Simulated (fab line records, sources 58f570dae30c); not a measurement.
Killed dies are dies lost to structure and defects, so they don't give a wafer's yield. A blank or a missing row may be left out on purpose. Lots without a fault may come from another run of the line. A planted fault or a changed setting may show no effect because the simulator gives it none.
Tool commonality check | flow berkeley_cmos170 | 13 lots, 39 wafers sampled

WHY IT WAS OPENED
At UCB170_PFIELD_TW_MEAS_09 the reading PFIELD_TW is flagged on 2 of 13 lots. Wafers without a fault read 605, standard deviation 9.2.
Rule: a lot is flagged when every wafer of it that has a number lies more than 4 standard deviations from that mean, or none has a number. The other lots count as sound.

lot  | measured    | on            | PFIELD_TW, wafer by wafer | flag
L338 | day 4 04:08 | film_metro-01 | 603 604 604               |
L337 | day 4 04:12 | film_metro-02 | 594 595 593               |
L339 | day 4 09:56 | film_metro-04 | 619 617 619               |
L340 | day 4 19:49 | film_metro-04 | 621 622 617               |
L347 | day 6 05:20 | film_metro-01 | 537 538 536               | FLAGGED
L349 | day 6 16:38 | film_metro-02 | 596 598 601               |
L348 | day 6 16:43 | film_metro-04 | 550 555 555               | FLAGGED
L350 | day 7 04:02 | film_metro-01 | 603 604 604               |
L352 | day 7 15:10 | film_metro-01 | 603 606 602               |
L351 | day 7 15:42 | film_metro-01 | 601 598 603               |
L354 | day 7 23:10 | film_metro-01 | 601 601 602               |
L356 | day 8 08:53 | film_metro-02 | 598 598 598               |
L360 | day 9 06:38 | film_metro-04 | 621 621 618               |
The numbers of the flagged lots are 545 on average: -60 against the usual, or -7 standard deviations.

WHICH TOOL RAN EACH LOT
The record holds 1 process step before the reading, out of a route of 331 steps. In each cell: the tool, then ch and the chambers that the sampled wafers went through, then the start.
lot  | flag    | UCB170_PFIELD_IMPLANT_07
L338 |         | implanter-04 ch 0, day 4 03:53
L337 |         | implanter-03 ch 0, day 4 03:59
L339 |         | implanter-04 ch 0, day 4 09:42
L340 |         | implanter-04 ch 0, day 4 19:34
L347 | FLAGGED | implanter-03 ch 0, day 6 05:05
L349 |         | implanter-04 ch 0, day 6 16:23
L348 | FLAGGED | implanter-03 ch 0, day 6 16:29
L350 |         | implanter-01 ch 0, day 7 03:47
L352 |         | implanter-01 ch 0, day 7 14:57
L351 |         | implanter-01 ch 0, day 7 15:27
L354 |         | implanter-04 ch 0, day 7 22:56
L356 |         | implanter-01 ch 0, day 8 08:38
L360 |         | implanter-01 ch 0, day 9 06:24
What these steps do:
- UCB170_PFIELD_IMPLANT_07
- UCB170_PFIELD_TW_MEAS_09

FLAGGED OVER TOTAL, TOOL BY TOOL (the gauges that took the reading come last)
step                     | tool          | lots run | flagged | share of the flagged lots | sound lots run after its first flagged lot
UCB170_PFIELD_IMPLANT_07 | implanter-01  | 5        | 0       | none                      | -
UCB170_PFIELD_IMPLANT_07 | implanter-03  | 3        | 2       | all                       | 0
UCB170_PFIELD_IMPLANT_07 | implanter-04  | 5        | 0       | none                      | -
UCB170_PFIELD_TW_MEAS_09 | film_metro-01 | 6        | 1       | some                      | 4 (L350,L352,L351,L354)
UCB170_PFIELD_TW_MEAS_09 | film_metro-02 | 3        | 0       | none                      | -
UCB170_PFIELD_TW_MEAS_09 | film_metro-04 | 4        | 1       | some                      | 1 (L360)

WHAT THE TABLE ALLOWS
1 row of the table ran every flagged lot: implanter-03 at UCB170_PFIELD_IMPLANT_07.
- implanter-03 at UCB170_PFIELD_IMPLANT_07: 2 of its 3 lots flagged. Its last sound lot is L337 (day 4 03:59), its first flagged lot L347 (day 6 05:05): a fault that began between those two fits. Its own readings lie more than 4 standard deviations out on every wafer of the flagged lots: dose_ions_cm2, faraday_current_uA.
One tool is left: implanter-03 at UCB170_PFIELD_IMPLANT_07.

WHAT THE SIMULATOR HAD PUT IN
Process parameter drift: implanter-03, from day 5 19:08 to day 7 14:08, at UCB170_PFIELD_IMPLANT_07. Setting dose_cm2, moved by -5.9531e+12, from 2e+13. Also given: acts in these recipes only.
Lots struck among those shown: L347, L348. The rule above found the same.
